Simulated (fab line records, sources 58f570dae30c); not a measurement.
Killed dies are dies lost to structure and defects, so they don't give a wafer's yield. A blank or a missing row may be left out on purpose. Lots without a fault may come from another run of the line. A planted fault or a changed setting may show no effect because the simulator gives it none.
fab line records | flow berkeley_cmos170 | part 1 of 2: steps 1 to 29 of 41
record lots=5 wafers=15 last_day=12
route steps=331 shown NWELL@28 PWELL@34 WELLDRIVE@55 ACTIVE@60
lots that met no fault: from a run of the same line without faults
start_h: hours from the record's first day to the start of the lot's first wafer shown | wait_h: hours since the lot's step before | " the same as in the row above | L1.1+2: a row that stands for several wafers | - no value, or no start given | * or withheld: withheld | < > ~ a bound
route shown NAME@n: a module of which the file shows steps, and the number in the route of the first | usual: mean/standard deviation of fault-free wafers | same: alike in all rows | chamber/n: place in a boat | sites: the reading at each site | _std_site: their standard deviation | _edge_site: outer sites' mean less inner sites' | radius_mm: how far each site lies from the wafer's centre | mask NAME#n: copy n | behind: the tool/chamber that last shaped the wafer | hold: why the lot was held/for how many hours/how that ended | device: the transistor (n, p or np) that didn't switch | end of line: the same wafers' tests at the end of the route | a step without rows: its recipe alone | killed: dies lost to structure and defects at the first sort, not the wafer's yield | map: a wafer's dies, x killed, . not, _ none there
set.NAME: the setting as run; set.NAME@STEP: as run at that earlier step | model.NAME: the simulator's own value behind a step, which no gauge read
lots at some steps of the route; a table a step, a row a wafer
services: from which hour (start_h, from the record's first day; less than 0 if before it) a tool's chamber was out of use, for how many hours, and why
## steps
# step UCB170_NWELL_IMPLANT_14
# recipe species=P dose_cm2=1e+13 energy_kev=151.8 tilt_deg=7
# usual faraday_current_uA=31.8/0.7
# columns lot.wafer tool chamber start_h wait_h faraday_current_uA
L074.3 implanter-04 0 32.49 0.1 30.4
L074.4 " 0 " " 30.8
L074.6 " 0 " " 32.4
L076.2 implanter-04 0 38.96 0.1 31.4
L076.4 " 0 " " 31.6
L076.5 " 0 " " 31.1
L085.1 implanter-01 0 83.53 0.1 31.0
L085.4 " 0 " " 30.4
L085.5 " 0 " " 32.3
L088.1 implanter-01 0 102.26 0.1 31.3
L088.3 " 0 " " 33.5
L088.4 " 0 " " 32.2
L095.2 implanter-01 0 135.74 0.1 31.7
L095.3 " 0 " " 32.0
L095.4 " 0 " " 32.3
# step UCB170_NWELL_STRIP_15
# recipe chemistry=O2 power_w=400 pressure_mtorr=3500 platen_temp_c=withheld o2_flow_sccm=400 overash_fraction=0.5
# usual chamber_pressure_mTorr=3501/8.1 drypump_motor_current_A=5.9/0.56 oes_product_au=0.722/0.0043 strip_time_to_endpoint_s=18.03/0.078
# same overash_fraction=0.5
# columns lot.wafer tool chamber start_h wait_h chamber_pressure_mTorr drypump_motor_current_A oes_product_au rf_hours_counter_h strip_time_to_endpoint_s
L074.3 plasma_asher-04 1 32.62 0.1 3506 5.6 0.713 - 17.93
L074.4 " 0 " " 3499 5.1 0.724 - 17.92
L074.6 " 0 " " 3500 5.1 0.718 - 17.91
L076.2 plasma_asher-02 1 39.09 0.1 3504 6.6 0.718 33 18.05
L076.4 " 1 " " 3499 6.6 0.724 - 18.16
L076.5 " 1 " " 3500 6.6 0.731 - 18.14
L085.1 plasma_asher-04 1 83.68 0.1 3503 5.5 0.720 32 18.14
L085.4 " 0 " " 3494 5.2 0.719 - 18.07
L085.5 " 0 " " 3494 5.1 0.721 - 18.01
L088.1 plasma_asher-03 0 102.41 0.1 3502 5.9 0.722 40 18.10
L088.3 " 1 " " 3503 5.3 0.721 - 18.02
L088.4 " 0 " " 3496 5.9 0.721 - 18.02
L095.2 plasma_asher-04 1 135.87 0.1 3590 5.5 0.723 39 18.17
L095.3 " 1 " " 3504 5.5 0.720 - 18.06
L095.4 " 0 " " 3501 5.1 0.719 - 18.12
# step UCB170_NWELL_TW_MEAS_16
# usual NWELL_TW=1255/10
# columns lot.wafer tool chamber start_h wait_h NWELL_TW
L074.3 film_metro-01 - 32.71 0.1 1273
L074.4 " - " " 1265
L074.6 " - " " 1271
L076.2 film_metro-04 - 39.34 0.2 1250
L076.4 " - " " 1255
L076.5 " - " " 1247
L085.1 film_metro-01 - 83.78 0.1 1274
L085.4 " - " " 1269
L085.5 " - " " 1273
L088.1 film_metro-04 - 102.51 0.1 1246
L088.3 " - " " 1247
L088.4 " - " " 1247
L095.2 film_metro-04 - 135.98 0.1 1245
L095.3 " - " " 1240
L095.4 " - " " 1240
# step UCB170_NWELL_CLEAN_17
# recipe chemistry=SPM temp_c=120 time_s=600
# columns lot.wafer tool chamber start_h wait_h
L074.3+4+6 wet_bench-03 0 32.87 0.1
L076.2+4+5 wet_bench-03 3 39.39 0.0
L085.1+4+5 wet_bench-03 2 83.84 0.1
L088.1+3+4 wet_bench-04 2 102.71 0.2
L095.2+3+4 wet_bench-03 0 136.03 0.0
# step UCB170_NWELL_WET_ETCH_18
# recipe chemistry=H3PO4 target=Si3N4 temp_c=160 time_s=14400
# columns lot.wafer tool chamber start_h wait_h
L074.3+4+6 wet_bench-03 2 33.09 0.1
L076.2+4+5 wet_bench-03 0 39.57 0.0
L085.1+4+5 wet_bench-02 0 84.06 0.0
L088.1+3+4 wet_bench-04 2 103.06 0.2
L095.2+3+4 wet_bench-02 3 136.22 0.0
# step UCB170_NWELL_WET_ETCH_19
# recipe chemistry=BOE dilution=5:1 target=SiO2 temp_c=25 time_s=22
# columns lot.wafer tool chamber start_h wait_h
L074.3+4+6 wet_bench-02 3 37.10 0.0
L076.2+4+5 wet_bench-04 3 43.58 0.0
L085.1+4+5 wet_bench-04 3 88.07 0.0
L088.1+3+4 wet_bench-03 1 107.07 0.0
L095.2+3+4 wet_bench-02 1 145.69 0.7
# step UCB170_PWELL_CLEAN_00
# recipe chemistry=SPM temp_c=120 time_s=600
# columns lot.wafer tool chamber start_h wait_h
L074.3+4+6 wet_bench-03 2 37.11 0.0
L076.2+4+5 wet_bench-02 2 43.59 0.0
L085.1+4+5 wet_bench-02 0 88.09 0.0
L088.1+3+4 wet_bench-04 3 107.08 0.0
L095.2+3+4 wet_bench-03 1 148.90 3.2
# step UCB170_PWELL_CLEAN_01
# recipe chemistry=dHF dilution=25:1 time_s=60
# columns lot.wafer tool chamber start_h wait_h
L074.3+4+6 wet_bench-02 0 37.29 0.0
L076.2+4+5 wet_bench-03 2 43.77 0.0
L085.1+4+5 wet_bench-04 1 88.28 0.0
L088.1+3+4 wet_bench-03 0 107.26 0.0
L095.2+3+4 wet_bench-03 3 149.35 0.3
# step UCB170_PWELL_OXIDATION_02
# recipe temp_c=1000 ambient=O2 target_thk_a=264 ox_time_s=1260
# usual spike_tc_load_C=1024.8/1.3
# columns lot.wafer tool chamber start_h wait_h spike_tc_load_C
L074.3 furnace-02 0 41.27 4.0 1026.7
L074.4 " 0 " " 1024.5
L074.6 " 0 " " 1026.6
L076.2 furnace-01 0 46.27 2.5 1024.1
L076.4 " 0 " " 1024.4
L076.5 " 0 " " 1025.7
L085.1 furnace-03 0 88.65 0.3 1023.7
L085.4 " 0 " " 1024.0
L085.5 " 0 " " 1023.9
L088.1 furnace-01 0 110.79 3.5 1024.6
L088.3 " 0 " " 1024.6
L088.4 " 0 " " 1026.0
L095.2 furnace-01 0 151.38 2.0 1026.1
L095.3 " 0 " " 1026.0
L095.4 " 0 " " 1022.1
# step UCB170_PWELL_THK_MEAS_03
# recipe reads=SiO2_of_PWELL_OXIDATION_02
# usual PWELL_OXIDE_THK=26.6/0.58
# columns lot.wafer tool chamber start_h wait_h PWELL_OXIDE_THK[nm]
L074.3 film_metro-04 - 42.64 0.0 26.5
L074.4 " - " " 26.7
L074.6 " - " " 26.3
L076.2 film_metro-02 - 47.63 0.0 25.9
L076.4 " - " " 26.1
L076.5 " - " " 26.1
L085.1 film_metro-03 - 90.00 0.0 26.3
L085.4 " - " " 27.0
L085.5 " - " " 26.7
L088.1 film_metro-02 - 112.14 0.0 26.1
L088.3 " - " " 26.1
L088.4 " - " " 26.5
L095.2 film_metro-02 - 152.74 0.0 25.3
L095.3 " - " " 25.4
L095.4 " - " " 25.5
# step UCB170_PWELL_ANNEAL_04
# recipe temp_c=1000 time_s=900 ambient=N2
# usual spike_tc_load_C=1024.8/1.1
# columns lot.wafer tool chamber start_h wait_h spike_tc_load_C
L074.3 furnace-02 0 46.12 3.5 1026.6
L074.4 " 0 " " 1025.9
L074.6 " 0 " " 1025.0
L076.2 furnace-03 0 49.13 1.5 1022.6
L076.4 " 0 " " 1022.6
L076.5 " 0 " " 1022.8
L085.1 furnace-02 0 90.68 0.7 1024.5
L085.4 " 0 " " 1024.6
L085.5 " 0 " " 1025.0
L088.1 furnace-01 0 113.64 1.5 1025.0
L088.3 " 0 " " 1025.1
L088.4 " 0 " " 1024.0
L095.2 furnace-02 0 156.39 3.6 1024.8
L095.3 " 0 " " 1027.3
L095.4 " 0 " " 1024.3
# step UCB170_PWELL_CVD_05
# recipe material=Si3N4 target_thk_nm=220 temp_c=800 precursor=SiH2Cl2/NH3 time_s=3300 pressure_mtorr=200 sih2cl2_flow_sccm=25 nh3_flow_sccm=75
# usual spike_tc_load_C=824/3.3
# columns lot.wafer tool chamber start_h wait_h spike_tc_load_C
L074.3 lpcvd-02 1 47.37 0.0 824
L074.4 " 1 " " 823
L074.6 " 1 " " 823
L076.2 lpcvd-01 0 50.38 0.0 822
L076.4 " 0 " " 821
L076.5 " 0 " " 821
L085.1 lpcvd-01 1 93.52 1.6 822
L085.4 " 1 " " 823
L085.5 " 1 " " 822
L088.1 lpcvd-02 0 115.09 0.2 829
L088.3 " 0 " " 828
L088.4 " 0 " " 828
L095.2 lpcvd-01 1 158.73 1.1 825
L095.3 " 1 " " 824
L095.4 " 1 " " 824
# step UCB170_PWELL_THK_MEAS_06
# recipe reads=Si3N4_of_PWELL_CVD_05
# usual PWELL_NITRIDE_THK=220.3/1.6
# columns lot.wafer tool chamber start_h wait_h PWELL_NITRIDE_THK[nm]
L074.3 film_metro-02 - 49.46 0.2 221.6
L074.4 " - " " 219.5
L074.6 " - " " 220.2
L076.2 film_metro-03 - 52.30 0.0 220.6
L076.4 " - " " 220.0
L076.5 " - " " 219.2
L085.1 film_metro-03 - 95.44 0.0 216.4
L085.4 " - " " 217.3
L085.5 " - " " 216.9
L088.1 film_metro-02 - 117.07 0.1 221.1
L088.3 " - " " 220.9
L088.4 " - " " 221.3
L095.2 film_metro-02 - 160.66 0.0 220.8
L095.3 " - " " 218.2
L095.4 " - " " 222.0
# step UCB170_PWELL_HMDS_07
# recipe prime_time_s=60 prime_temp_c=100
# same prime_time_s=60
# columns lot.wafer tool chamber start_h wait_h
L074.3+4+6 litho_track-04 0 49.70 0.2
L076.2+4+5 litho_track-03 0 52.38 0.1
L085.1+4+5 litho_track-03 0 95.96 0.5
L088.1+3+4 litho_track-03 0 117.72 0.6
L095.2+3+4 litho_track-03 0 160.73 0.1
# step UCB170_PWELL_COAT_08
# recipe resist=KrF spin_rpm=1500 resist_thk_nm=900
# columns lot.wafer tool chamber start_h wait_h
L074.3+4+6 litho_track-04 0 49.85 0.1
L076.2+4+5 litho_track-03 0 52.53 0.1
L085.1+4+5 litho_track-03 0 96.11 0.1
L088.1+3+4 litho_track-03 0 117.87 0.1
L095.2+3+4 litho_track-03 0 160.88 0.1
# step UCB170_PWELL_SOFTBAKE_09
# recipe resist=KrF temp_c=130 time_s=60
# usual heater_power_total_W=56.81/0.045
# columns lot.wafer tool chamber start_h wait_h heater_power_total_W
L074.3 litho_track-04 0 50.00 0.1 56.77
L074.4 " 0 " " 56.79
L074.6 " 0 " " 56.73
L076.2 litho_track-03 0 52.68 0.1 56.76
L076.4 " 0 " " 56.74
L076.5 " 0 " " 56.81
L085.1 litho_track-03 0 96.26 0.1 56.82
L085.4 " 0 " " 56.81
L085.5 " 0 " " 56.76
L088.1 litho_track-03 0 118.02 0.1 56.85
L088.3 " 0 " " 56.78
L088.4 " 0 " " 56.84
L095.2 litho_track-03 0 161.03 0.1 56.85
L095.3 " 0 " " 56.84
L095.4 " 0 " " 56.78
# step UCB170_PWELL_EXPOSE_10
# recipe mask_id=PWELL target_cd_nm=3000 na=0.5 sigma_outer=0.6 source_shape=conventional dose_mj=19
# usual exposure_dose_mJ_cm2=18.996/0.02 focus_offset_nm=-0.1/0.54
# columns lot.wafer tool chamber start_h wait_h mask exposure_dose_mJ_cm2 focus_offset_nm
L074.3 krf_scanner-01 0 50.17 0.1 PWELL#0 19.004 0.6
L074.4 " 0 " " PWELL#0 18.990 -0.1
L074.6 " 0 " " PWELL#0 19.001 0.2
L076.2 krf_scanner-01 0 52.82 0.1 PWELL#0 18.966 -0.6
L076.4 " 0 " " PWELL#0 18.989 -0.2
L076.5 " 0 " " PWELL#0 18.991 -0.3
L085.1 krf_scanner-01 0 96.41 0.1 PWELL#0 19.022 -0.7
L085.4 " 0 " " PWELL#0 19.030 -0.2
L085.5 " 0 " " PWELL#0 19.040 -0.2
L088.1 krf_scanner-01 0 118.50 0.5 PWELL#0 19.048 -1.0
L088.3 " 0 " " PWELL#0 19.020 -0.4
L088.4 " 0 " " PWELL#0 19.007 -0.1
L095.2 krf_scanner-02 0 161.18 0.1 PWELL#0 18.989 -0.5
L095.3 " 0 " " PWELL#0 18.978 -0.4
L095.4 " 0 " " PWELL#0 18.997 -0.5
# step UCB170_PWELL_PEB_11
# recipe peb_temp_c=130 peb_time_s=withheld resist=KrF
# usual heater_power_total_W=56.80/0.045
# columns lot.wafer tool chamber start_h wait_h heater_power_total_W
L074.3 litho_track-02 0 50.51 0.3 56.82
L074.4 " 0 " " 56.81
L074.6 " 0 " " 56.71
L076.2 litho_track-04 0 52.95 0.1 56.70
L076.4 " 0 " " 56.83
L076.5 " 0 " " 56.84
L085.1 litho_track-02 0 96.65 0.2 56.78
L085.4 " 0 " " 56.75
L085.5 " 0 " " 56.80
L088.1 litho_track-03 0 119.17 0.7 56.87
L088.3 " 0 " " 56.85
L088.4 " 0 " " 56.80
L095.2 litho_track-02 0 161.49 0.3 56.76
L095.3 " 0 " " 56.79
L095.4 " 0 " " 56.76
# step UCB170_PWELL_DEVELOP_12
# recipe developer=TMAH develop_time_s=45 resist=KrF dev_temp_c=21
# columns lot.wafer tool chamber start_h wait_h
L074.3+4+6 litho_track-02 0 - -
L076.2+4+5 litho_track-04 0 - -
L085.1+4+5 litho_track-02 0 - -
L088.1+3+4 litho_track-03 0 - -
L095.2+3+4 litho_track-02 0 - -
# step UCB170_PWELL_OVL_MEAS_13
# usual PWELL_OVL=-4/5.3
# columns lot.wafer tool chamber start_h wait_h PWELL_OVL[nm]
L074.3 overlay-01 - 50.75 - 0
L074.4 " - " " -10
L074.6 " - " " -11
L076.2 overlay-01 - 53.20 - -1
L076.4 " - " " -6
L076.5 " - " " 5
L085.1 overlay-02 - 96.93 - -6
L085.4 " - " " -4
L085.5 " - " " -13
L088.1 overlay-01 - 119.46 - -4
L088.3 " - " " 4
L088.4 " - " " 5
L095.2 overlay-02 - 161.75 - -12
L095.3 " - " " -6
L095.4 " - " " -12
# step UCB170_PWELL_ETCH_14
# recipe chemistry=CH3F/Ar/O2 target=Si3N4 stop_on=SiO2 CH3F_flow_sccm=20 Ar_flow_sccm=50 O2_flow_sccm=7 pressure_mtorr=50 rf_w=450 target_depth_a=2420 over_etch_frac=0.1 time_s=151
# usual chamber_pressure_mTorr=50.00/0.046 drypump_motor_current_A=5.8/0.44 oes_product_au=0.946/0.014 throttle_valve_pct=8.11/0.12
# columns lot.wafer tool chamber start_h wait_h chamber_pressure_mTorr drypump_motor_current_A oes_product_au rf_hours_counter_h throttle_valve_pct
L074.3 rie_diel-01 2 50.77 0.0 50.03 6.5 0.953 59 8.30
L074.4 " 1 " " 50.05 5.1 0.948 80 8.22
L074.6 " 3 " " 49.98 6.0 0.924 - 7.97
L076.2 rie_diel-02 0 53.23 0.0 49.99 6.1 0.951 20 7.98
L076.4 " 3 " " 50.04 6.2 0.955 - 8.11
L076.5 " 0 " " 49.93 6.1 0.945 - 8.00
L085.1 rie_diel-04 2 96.96 0.0 50.00 5.2 0.936 75 8.25
L085.4 " 1 " " 49.97 6.1 0.916 47 8.14
L085.5 " 1 " " 49.98 6.0 0.919 - 8.13
L088.1 rie_diel-01 0 119.49 0.0 50.05 5.9 0.983 64 8.07
L088.3 " 2 " " 50.01 6.4 0.944 62 8.29
L088.4 " 1 " " 50.04 5.0 0.953 82 8.20
L095.2 rie_diel-02 0 161.78 0.0 50.00 6.1 0.958 24 8.00
L095.3 " 2 " " 49.99 5.8 0.945 47 8.26
L095.4 " 1 " " 50.01 5.2 0.961 99 8.05
# step UCB170_PWELL_IMPLANT_15
# recipe species=B dose_cm2=5e+12 energy_kev=60 tilt_deg=7
# usual faraday_current_uA=15.85/0.29
# columns lot.wafer tool chamber start_h wait_h faraday_current_uA
L074.3 implanter-03 0 50.92 0.1 16.24
L074.4 " 0 " " 15.49
L074.6 " 0 " " 15.89
L076.2 implanter-03 0 53.36 0.1 15.89
L076.4 " 0 " " 15.40
L076.5 " 0 " " 15.77
L085.1 implanter-03 0 97.06 0.1 15.50
L085.4 " 0 " " 16.13
L085.5 " 0 " " 16.04
L088.1 implanter-03 0 119.59 0.1 15.65
L088.3 " 0 " " 16.29
L088.4 " 0 " " 15.67
L095.2 implanter-01 0 161.90 0.1 15.76
L095.3 " 0 " " 15.84
L095.4 " 0 " " 15.69
# step UCB170_PWELL_STRIP_16
# recipe chemistry=O2 power_w=400 pressure_mtorr=3500 platen_temp_c=withheld o2_flow_sccm=400 overash_fraction=0.5
# usual chamber_pressure_mTorr=3500/3.3 drypump_motor_current_A=5.8/0.53 oes_product_au=0.720/0.0041 strip_time_to_endpoint_s=18.09/0.068
# same overash_fraction=0.5
# columns lot.wafer tool chamber start_h wait_h chamber_pressure_mTorr drypump_motor_current_A oes_product_au rf_hours_counter_h strip_time_to_endpoint_s
L074.3 plasma_asher-02 0 51.06 0.1 3502 6.4 0.724 - 18.09
L074.4 " 1 " " 3496 6.6 0.721 - 18.04
L074.6 " 0 " " 3497 6.5 0.720 - 18.06
L076.2 plasma_asher-03 0 53.48 0.1 3499 5.9 0.719 36 18.18
L076.4 " 0 " " 3503 5.9 0.717 - 18.10
L076.5 " 1 " " 3506 5.4 0.719 - 18.15
L085.1 plasma_asher-03 0 97.21 0.1 3505 5.9 0.718 39 18.14
L085.4 " 0 " " 3495 5.9 0.719 - 17.99
L085.5 " 1 " " 3495 5.4 0.724 - 17.95
L088.1 plasma_asher-01 0 119.74 0.1 3500 5.0 0.722 37 18.05
L088.3 " 1 " " 3497 5.8 0.721 - 18.02
L088.4 " 0 " " 3494 5.0 0.722 - 18.13
L095.2 plasma_asher-03 1 162.03 0.1 3496 5.4 0.720 5 18.16
L095.3 " 0 " " 3497 5.9 0.722 - 18.23
L095.4 " 1 " " 3506 5.4 0.719 - 18.14
# step UCB170_PWELL_TW_MEAS_17
# usual PWELL_TW=379.5/2.4
# columns lot.wafer tool chamber start_h wait_h PWELL_TW
L074.3 film_metro-02 - 51.14 0.1 381.1
L074.4 " - " " 382.2
L074.6 " - " " 380.5
L076.2 film_metro-02 - 53.59 0.1 381.9
L076.4 " - " " 382.5
L076.5 " - " " 381.1
L085.1 film_metro-04 - 97.31 0.1 376.1
L085.4 " - " " 377.9
L085.5 " - " " 377.4
L088.1 film_metro-04 - 119.84 0.1 377.3
L088.3 " - " " 376.7
L088.4 " - " " 376.7
L095.2 film_metro-04 - 162.14 0.1 377.0
L095.3 " - " " 376.0
L095.4 " - " " 377.2
# step UCB170_PWELL_CLEAN_18
# recipe chemistry=SPM temp_c=120 time_s=600
# columns lot.wafer tool chamber start_h wait_h
L074.3+4+6 wet_bench-02 0 51.24 0.1
L076.2+4+5 wet_bench-04 2 54.27 0.7
L085.1+4+5 wet_bench-03 2 97.47 0.2
L088.1+3+4 wet_bench-03 3 123.36 3.5
L095.2+3+4 wet_bench-02 2 162.23 0.1
# step UCB170_PWELL_WET_ETCH_19
# recipe chemistry=H3PO4 target=Si3N4 temp_c=160 time_s=14400
# columns lot.wafer tool chamber start_h wait_h
L074.3+4+6 wet_bench-03 3 53.96 2.5
L076.2+4+5 wet_bench-04 0 54.48 0.0
L085.1+4+5 wet_bench-04 1 97.68 0.0
L088.1+3+4 wet_bench-04 1 124.03 0.5
L095.2+3+4 wet_bench-02 0 162.58 0.2
# step UCB170_PWELL_WET_ETCH_20
# recipe chemistry=BOE dilution=5:1 target=SiO2 temp_c=25 time_s=22
# columns lot.wafer tool chamber start_h wait_h
L074.3+4+6 wet_bench-03 2 58.74 0.4
L076.2+4+5 wet_bench-04 0 59.05 0.2
L085.1+4+5 wet_bench-04 3 102.28 0.6
L088.1+3+4 wet_bench-04 0 128.40 0.0
L095.2+3+4 wet_bench-02 0 166.76 0.2
# step UCB170_WELLDRIVE_CLEAN_00
# recipe chemistry=SPM temp_c=120 time_s=600
# columns lot.wafer tool chamber start_h wait_h
L074.3+4+6 wet_bench-04 2 58.86 0.1
L076.2+4+5 wet_bench-04 2 59.07 0.0
L085.1+4+5 wet_bench-04 2 102.32 0.0
L088.1+3+4 wet_bench-04 0 128.42 0.0
L095.2+3+4 wet_bench-02 2 166.98 0.2
# step UCB170_WELLDRIVE_OXIDATION_01
# recipe temp_c=1100 ambient=O2 target_thk_a=1990 ox_time_s=9000
# usual spike_tc_load_C=1126.3/1.2
# columns lot.wafer tool chamber start_h wait_h spike_tc_load_C
L074.3 furnace-03 0 60.38 1.3 1123.5
L074.4 " 0 " " 1127.4
L074.6 " 0 " " 1125.7
L076.2 furnace-03 0 60.38 1.1 1125.1
L076.4 " 0 " " 1125.3
L076.5 " 0 " " 1124.7
L085.1 furnace-02 0 102.49 0.0 1127.5
L085.4 " 0 " " 1128.3
L085.5 " 0 " " 1126.3
L088.1 furnace-03 0 131.10 2.5 1125.9
L088.3 " 0 " " 1125.5
L088.4 " 0 " " 1124.9
L095.2 furnace-02 0 170.34 3.2 1127.3
L095.3 " 0 " " 1126.7
L095.4 " 0 " " 1124.7
